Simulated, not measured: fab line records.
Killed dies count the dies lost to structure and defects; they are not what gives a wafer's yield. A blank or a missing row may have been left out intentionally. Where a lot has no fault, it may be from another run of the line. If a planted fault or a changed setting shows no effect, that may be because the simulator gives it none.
Split-lot experiment :: flow rit_cmos :: route with 202 steps; 5 lots, 23 wafers read

== ON THE SPLIT ==
At RIT_PLDD_SOFTBAKE_02 (time 60 s), the setting temp_c was moved away from the recipe's 90 C on 10 of the 23 wafers read, by -3.6% to +1.4%. The other wafers ran this setting at the recipe's value.

== FROM THE SPLIT TO THE READING: what the file shows between them, 2 steps ==
- RIT_PLDD_EXPOSE_03: exposes mask M8, target cd 40900 nm
- RIT_PLDD_PEB_04

== THE READING ==
NOVOLAK_of_PLDD_COAT_01.thk_nm (the simulator's own value, which no gauge read), in nm, at RIT_PLDD_DEVELOP_05 (develop time 50 s). There is no usual value for it anywhere in the file. Here, 13 wafers ran the recipe; their average is 1000.8 nm with a standard deviation of 3.5 nm.

wafer: L074.1
tool, chamber at the split: litho_track-04, 0
temp_c as run, C: 90
against the recipe: recipe
NOVOLAK_of_PLDD_COAT_01.thk_nm, nm: 998.9
against lot-mates on the recipe: -

wafer: L074.3
tool, chamber at the split: litho_track-04, 0
temp_c as run, C: 86.8
against the recipe: -3.6%
NOVOLAK_of_PLDD_COAT_01.thk_nm, nm: 1013
against lot-mates on the recipe: +12.5

wafer: L074.4
tool, chamber at the split: litho_track-04, 0
temp_c as run, C: 86.8
against the recipe: -3.6%
NOVOLAK_of_PLDD_COAT_01.thk_nm, nm: 1010
against lot-mates on the recipe: +9.5

wafer: L074.5
tool, chamber at the split: litho_track-04, 0
temp_c as run, C: 90
against the recipe: recipe
NOVOLAK_of_PLDD_COAT_01.thk_nm, nm: 1002
against lot-mates on the recipe: -

wafer: L074.6
tool, chamber at the split: litho_track-04, 0
temp_c as run, C: 86.8
against the recipe: -3.6%
NOVOLAK_of_PLDD_COAT_01.thk_nm, nm: 1009
against lot-mates on the recipe: +8.5

wafer: L078.1
tool, chamber at the split: litho_track-03, 0
temp_c as run, C: 90
against the recipe: recipe
NOVOLAK_of_PLDD_COAT_01.thk_nm, nm: 995.5
against lot-mates on the recipe: -

wafer: L078.2
tool, chamber at the split: litho_track-03, 0
temp_c as run, C: 88.16
against the recipe: -2.0%
NOVOLAK_of_PLDD_COAT_01.thk_nm, nm: 999.9
against lot-mates on the recipe: +5.2

wafer: L078.3
tool, chamber at the split: litho_track-03, 0
temp_c as run, C: 90
against the recipe: recipe
NOVOLAK_of_PLDD_COAT_01.thk_nm, nm: 993.8
against lot-mates on the recipe: -

wafer: L078.5
tool, chamber at the split: litho_track-03, 0
temp_c as run, C: 88.16
against the recipe: -2.0%
NOVOLAK_of_PLDD_COAT_01.thk_nm, nm: 998
against lot-mates on the recipe: +3.4

wafer: L078.6
tool, chamber at the split: litho_track-03, 0
temp_c as run, C: 88.16
against the recipe: -2.0%
NOVOLAK_of_PLDD_COAT_01.thk_nm, nm: 1003
against lot-mates on the recipe: +8.4

wafer: L080.1
tool, chamber at the split: litho_track-02, 0
temp_c as run, C: 90
against the recipe: recipe
NOVOLAK_of_PLDD_COAT_01.thk_nm, nm: 1003
against lot-mates on the recipe: -

wafer: L080.3
tool, chamber at the split: litho_track-02, 0
temp_c as run, C: 91.27
against the recipe: +1.4%
NOVOLAK_of_PLDD_COAT_01.thk_nm, nm: 1001
against lot-mates on the recipe: -4.0

wafer: L080.5
tool, chamber at the split: litho_track-02, 0
temp_c as run, C: 91.27
against the recipe: +1.4%
NOVOLAK_of_PLDD_COAT_01.thk_nm, nm: 1001
against lot-mates on the recipe: -4.0

wafer: L080.4
tool, chamber at the split: litho_track-02, 0
temp_c as run, C: 90
against the recipe: recipe
NOVOLAK_of_PLDD_COAT_01.thk_nm, nm: 1007
against lot-mates on the recipe: -

wafer: L080.6
tool, chamber at the split: litho_track-02, 0
temp_c as run, C: 90
against the recipe: recipe
NOVOLAK_of_PLDD_COAT_01.thk_nm, nm: 1005
against lot-mates on the recipe: -

wafer: L082.1
tool, chamber at the split: litho_track-02, 0
temp_c as run, C: 90
against the recipe: recipe
NOVOLAK_of_PLDD_COAT_01.thk_nm, nm: 1000
against lot-mates on the recipe: -

wafer: L082.2
tool, chamber at the split: litho_track-02, 0
temp_c as run, C: 90
against the recipe: recipe
NOVOLAK_of_PLDD_COAT_01.thk_nm, nm: 1002
against lot-mates on the recipe: -

wafer: L082.4
tool, chamber at the split: litho_track-02, 0
temp_c as run, C: 86.98
against the recipe: -3.4%
NOVOLAK_of_PLDD_COAT_01.thk_nm, nm: 1012
against lot-mates on the recipe: +10.3

wafer: L082.5
tool, chamber at the split: litho_track-02, 0
temp_c as run, C: 90
against the recipe: recipe
NOVOLAK_of_PLDD_COAT_01.thk_nm, nm: 1003
against lot-mates on the recipe: -

wafer: L082.6
tool, chamber at the split: litho_track-02, 0
temp_c as run, C: 86.98
against the recipe: -3.4%
NOVOLAK_of_PLDD_COAT_01.thk_nm, nm: 1008
against lot-mates on the recipe: +6.3

wafer: L084.3
tool, chamber at the split: litho_track-02, 0
temp_c as run, C: 90
against the recipe: recipe
NOVOLAK_of_PLDD_COAT_01.thk_nm, nm: 1000
against lot-mates on the recipe: -

wafer: L084.5
tool, chamber at the split: litho_track-02, 0
temp_c as run, C: 90
against the recipe: recipe
NOVOLAK_of_PLDD_COAT_01.thk_nm, nm: 998.2
against lot-mates on the recipe: -

wafer: L084.6
tool, chamber at the split: litho_track-02, 0
temp_c as run, C: 90
against the recipe: recipe
NOVOLAK_of_PLDD_COAT_01.thk_nm, nm: 1002
against lot-mates on the recipe: -

THE FIT
A straight line over all 23 wafers: NOVOLAK_of_PLDD_COAT_01.thk_nm changes by -2.08 nm for each +1% of temp_c; r = -0.67; the points scatter about the line by 3.8 nm.
The same after taking each lot's own level away (the mean of its wafers on the recipe; 23 wafers): -2.75 nm for each +1%; r = -0.94; scatter 1.7 nm.
According to that fit, moving temp_c by its largest amount changes the reading by 9.8 nm.
From 994.65 to 1005.00 nm: that is the span of the lots' own levels, equal to 3.0 times the standard deviation above.
So the lot-to-lot level blurs the effect unless lot-mates are compared.
Check: with one of the wafers moved furthest among these (-3.6%) left out of the fit, the line predicts +9.19 nm for it against its lot-mates. Against them it came out at +12.5 nm.

== THESE WAFERS: OTHER SPLITS ==
These wafers also went through other splits before the reading. Each is held against what the fit with the lots' levels taken away leaves over:
other split on the same wafers: RIT_NLDD_COAT_01 spin_rpm
wafers away from the commonest value: 10
r with NOVOLAK_of_PLDD_COAT_01.thk_nm (lot level and that fit taken away): +0.15

== THE FILE'S OWN FIT ==
NOVOLAK_of_PLDD_COAT_01.thk_nm changes by -2.68 nm for each +1% of temp_c, r = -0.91.
